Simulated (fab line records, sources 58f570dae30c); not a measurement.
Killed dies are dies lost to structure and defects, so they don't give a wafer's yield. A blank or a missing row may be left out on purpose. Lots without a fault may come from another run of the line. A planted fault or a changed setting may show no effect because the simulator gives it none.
fab line records | flow berkeley_cmos170
record lots=7 wafers=21 last_day=9
route steps=331 shown PWELL@52 WELLDRIVE@55 ACTIVE@60
lots that met no fault: from a run of the same line without faults
start_h: hours from the record's first day to the start of the lot's first wafer shown | wait_h: hours since the lot's step before | " the same as in the row above | L1.1+2: a row that stands for several wafers | - no value, or no start given | * or withheld: withheld | < > ~ a bound
route shown NAME@n: a module of which the file shows steps, and the number in the route of the first | usual: mean/standard deviation of fault-free wafers | same: alike in all rows | chamber/n: place in a boat | sites: the reading at each site | _std_site: their standard deviation | _edge_site: outer sites' mean less inner sites' | radius_mm: how far each site lies from the wafer's centre | mask NAME#n: copy n | behind: the tool/chamber that last shaped the wafer | hold: why the lot was held/for how many hours/how that ended | device: the transistor (n, p or np) that didn't switch | end of line: the same wafers' tests at the end of the route | a step without rows: its recipe alone | killed: dies lost to structure and defects at the first sort, not the wafer's yield | map: a wafer's dies, x killed, . not, _ none there
set.NAME: the setting as run; set.NAME@STEP: as run at that earlier step | model.NAME: the simulator's own value behind a step, which no gauge read
lots at some steps of the route; a table a step, a row a wafer
services: from which hour (start_h, from the record's first day; less than 0 if before it) a tool's chamber was out of use, for how many hours, and why
## steps
# step UCB170_PWELL_CLEAN_18
# recipe chemistry=SPM temp_c=120 time_s=600
# step UCB170_PWELL_WET_ETCH_19
# recipe chemistry=H3PO4 target=Si3N4 temp_c=160 time_s=14400
# step UCB170_PWELL_WET_ETCH_20
# recipe chemistry=BOE dilution=5:1 target=SiO2 temp_c=25 time_s=22
# step UCB170_WELLDRIVE_CLEAN_00
# recipe chemistry=SPM temp_c=120 time_s=600
# step UCB170_WELLDRIVE_OXIDATION_01
# recipe temp_c=1100 ambient=O2 target_thk_a=1990 ox_time_s=9000
# step UCB170_WELLDRIVE_THK_MEAS_02
# recipe reads=SiO2_of_WELLDRIVE_OXIDATION_01
# usual WELLDRIVE_OXIDE_THK=199/3.3
# columns lot.wafer tool chamber start_h wait_h WELLDRIVE_OXIDE_THK[nm]
L765.1 film_metro-04 - 57.36 0.0 199
L765.2 " - " " 201
L765.6 " - " " 200
L770.2 film_metro-03 - 84.49 0.0 196
L770.4 " - " " 191
L770.5 " - " " 193
L771.1 film_metro-04 - 95.13 0.1 194
L771.2 " - " " 198
L771.5 " - " " 195
L778.1 film_metro-03 - 130.13 0.0 201
L778.2 " - " " 204
L778.5 " - " " 202
L785.3 film_metro-03 - 169.67 0.0 203
L785.4 " - " " 201
L785.6 " - " " 201
L786.1 film_metro-01 - 172.62 0.0 200
L786.2 " - " " 200
L786.5 " - " " 200
L787.1 film_metro-03 - 174.62 0.0 195
L787.3 " - " " 195
L787.6 " - " " 195
# step UCB170_WELLDRIVE_ANNEAL_03
# recipe temp_c=1100 time_s=900 ambient=N2
# step UCB170_WELLDRIVE_WET_ETCH_04
# recipe chemistry=BOE dilution=5:1 target=SiO2 temp_c=25 time_s=120
# step UCB170_ACTIVE_CLEAN_00
# recipe chemistry=SPM temp_c=120 time_s=600
# step UCB170_ACTIVE_CLEAN_01
# recipe chemistry=dHF dilution=25:1 time_s=60
# step UCB170_ACTIVE_OXIDATION_02
# recipe temp_c=1000 ambient=O2 target_thk_a=264 ox_time_s=1260
# step UCB170_ACTIVE_THK_MEAS_03
# recipe reads=SiO2_of_ACTIVE_OXIDATION_02
# usual ACTIVE_OXIDE_THK=26.5/0.47
# columns lot.wafer tool chamber start_h wait_h ACTIVE_OXIDE_THK[nm]
L765.1 film_metro-02 - 63.35 0.0 26.4
L765.2 " - " " 26.2
L765.6 " - " " 26.2
L770.2 film_metro-01 - 93.12 0.0 26.6
L770.4 " - " " 26.8
L770.5 " - " " 26.5
L771.1 film_metro-01 - 105.58 0.0 26.3
L771.2 " - " " 26.3
L771.5 " - " " 26.2
L778.1 film_metro-01 - 136.11 0.0 26.4
L778.2 " - " " 26.2
L778.5 " - " " 26.6
L785.3 film_metro-04 - 176.99 0.0 25.8
L785.4 " - " " 26.4
L785.6 " - " " 26.3
L786.1 film_metro-02 - 180.31 0.0 25.8
L786.2 " - " " 25.6
L786.5 " - " " 25.8
L787.1 film_metro-01 - 180.37 0.1 26.4
L787.3 " - " " 26.1
L787.6 " - " " 26.1
# step UCB170_ACTIVE_ANNEAL_04
# recipe temp_c=1000 time_s=900 ambient=N2
# usual spike_tc_centre_C=1002.6/1.2 spike_tc_load_C=1026.3/1.1 zone_power_source_pct=32/3.9
# columns lot.wafer tool chamber start_h wait_h spike_tc_centre_C spike_tc_load_C zone_power_source_pct
L765.1 furnace-02 0 67.21 3.9 1004.6 1027.5 33
L765.2 " 0 " " 1001.5 1026.3 33
L765.6 " 0 " " 1001.5 1025.8 33
L770.2 furnace-02 0 95.08 1.9 1002.9 1024.1 33
L770.4 " 0 " " 1003.2 1026.8 33
L770.5 " 0 " " 1002.9 1028.2 32
L771.1 furnace-04 0 109.78 4.2 1004.0 1028.5 40
L771.2 " 0 " " 1004.5 1023.7 40
L771.5 " 0 " " 1003.9 1026.8 39
L778.1 furnace-03 0 136.51 0.4 1003.6 1026.9 29
L778.2 " 0 " " 1002.9 1025.0 29
L778.5 " 0 " " 1002.7 1026.4 29
L785.3 furnace-03 - 177.71 0.7 - - -
L785.4 " - " " - - -
L785.6 " - " " - - -
L786.1 furnace-03 - 181.98 1.7 - - -
L786.2 " - " " - - -
L786.5 " - " " - - -
L787.1 furnace-03 - 181.98 1.6 - - -
L787.3 " - " " - - -
L787.6 " - " " - - -
# step UCB170_ACTIVE_CVD_05
# recipe material=Si3N4 target_thk_nm=220 temp_c=800 precursor=SiH2Cl2/NH3 time_s=3300 pressure_mtorr=200 sih2cl2_flow_sccm=25 nh3_flow_sccm=75
## services
# columns tool chamber start_h hours kind
furnace-04 - 75.10 3.7 pm
furnace-03 - 105.58 3.6 pm
furnace-02 - 111.99 2.4 pm
furnace-04 - 160.19 4.8 pm
## key
first_sign step=UCB170_ACTIVE_ANNEAL_04 reading=tool_record direction=missing
effect none on later readings
met_at UCB170_ACTIVE_ANNEAL_04
struck_wafers L785.3,L785.4,L785.6,L786.1,L786.2,L786.5,L787.1,L787.3,L787.6
later_rows_left_out L785.3,L785.4,L785.6,L786.1,L786.2,L786.5,L787.1,L787.3,L787.6
sort_left_out L785.3,L785.4,L785.6,L786.1,L786.2,L786.5,L787.1,L787.3,L787.6
tester_left_out L785,L786,L787
onset_between 136.51 177.71
fault kind=skipped_step_whole tool=furnace-03 chamber=- onset_h=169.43 steps=UCB170_ACTIVE_ANNEAL_04 scope=struck_lots_only
# tester_left_out: of these lots the tester's yield and bins aren't shown, on N5 and GAA mostly nor the transistor test; their killed dies are dies lost to structure and defects alone, not to doping, threshold or leakage, so they don't give the yield
# sort_left_out: the simulated sort isn't trusted on such a fault, so these wafers' sort isn't shown, and their yield isn't known
# later_rows_left_out: the simulator's readings of these wafers behind a module that went badly wrong aren't trusted and aren't shown, but for the sort
